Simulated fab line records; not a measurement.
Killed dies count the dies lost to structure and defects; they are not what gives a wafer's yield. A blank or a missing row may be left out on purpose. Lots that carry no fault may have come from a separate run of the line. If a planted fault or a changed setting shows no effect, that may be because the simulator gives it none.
Which tool is to blame? | flow berkeleyCmos170 | Sampling: 7 lots, 21 wafers, 2 of 331 route steps

WHAT EACH GAUGE READ, for each wafer
UCB170_WELLDRIVE_THK_MEAS_02.
lot  | measured    | on           | WELLDRIVE_OXIDE_THK (nm)
L802 | day 4 05:51 | filmMetro-03 | 196 197 197
L805 | day 5 08:15 | filmMetro-03 | 195 197 197
L807 | day 5 08:15 | filmMetro-01 | 201 197 195
L809 | day 5 20:31 | filmMetro-02 | 178 176 178
L812 | day 6 10:17 | filmMetro-01 | 201 203 204
L819 | day 8 04:49 | filmMetro-02 | 202 202 206
L822 | day 8 13:08 | filmMetro-02 | 205 206 205

WHICH TOOL RAN EACH LOT (tool, then ch and the chambers of the sampled wafers, then the start)
lot  | UCB170_WELLDRIVE_OXIDATION_01
L802 | furnace-04 ch 0, day 4 02:20
L805 | furnace-02 ch 0, day 5 04:45
L807 | furnace-02 ch 0, day 5 04:45
L809 | furnace-02 ch 0, day 5 17:00
L812 | furnace-01 ch 0, day 6 06:47
L819 | furnace-01 ch 0, day 8 01:16
L822 | furnace-04 ch 0, day 8 09:38
- UCB170_WELLDRIVE_OXIDATION_01: target thk 199 nm, ox time 9000 s.

THE ANSWER, worked out from the rows above alone
Rule: the usual values come from the lots themselves. Put in order of their means at a reading, lots are off if they are a third of the lots or fewer, leave a main group of 4 or more, and stand apart from it by a gap of 3 or more times the standard deviation of the main group's means; of several such gaps the widest counts. Not used: any main group whose means are identical at the precision the tables above print for the reading. Also off: a lot with no number at a reading for which 4 or more lots have one. All remaining lots with rows at the step are treated as sound.
Off: L809, seen at UCB170_WELLDRIVE_THK_MEAS_02 (WELLDRIVE_OXIDE_THK). The main group: mean 200 nm, standard deviation 3.6.
A tool fits if, at a process step before that reading, it ran every lot that is off, and no sound lot after the first of them. The gauges at UCB170_WELLDRIVE_THK_MEAS_02 are tried like those tools. One fits: UCB170_WELLDRIVE_OXIDATION_01 on furnace-02. Its last sound lot is L805 (day 5 04:45), its first lot that is off L809 (day 5 17:00): a fault that began between those two fits.

WHAT THE SIMULATOR PUT IN
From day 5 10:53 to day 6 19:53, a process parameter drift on furnace-02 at UCB170_WELLDRIVE_OXIDATION_01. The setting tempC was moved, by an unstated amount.
Lots struck among those shown: L809. The same result came from the rule above.
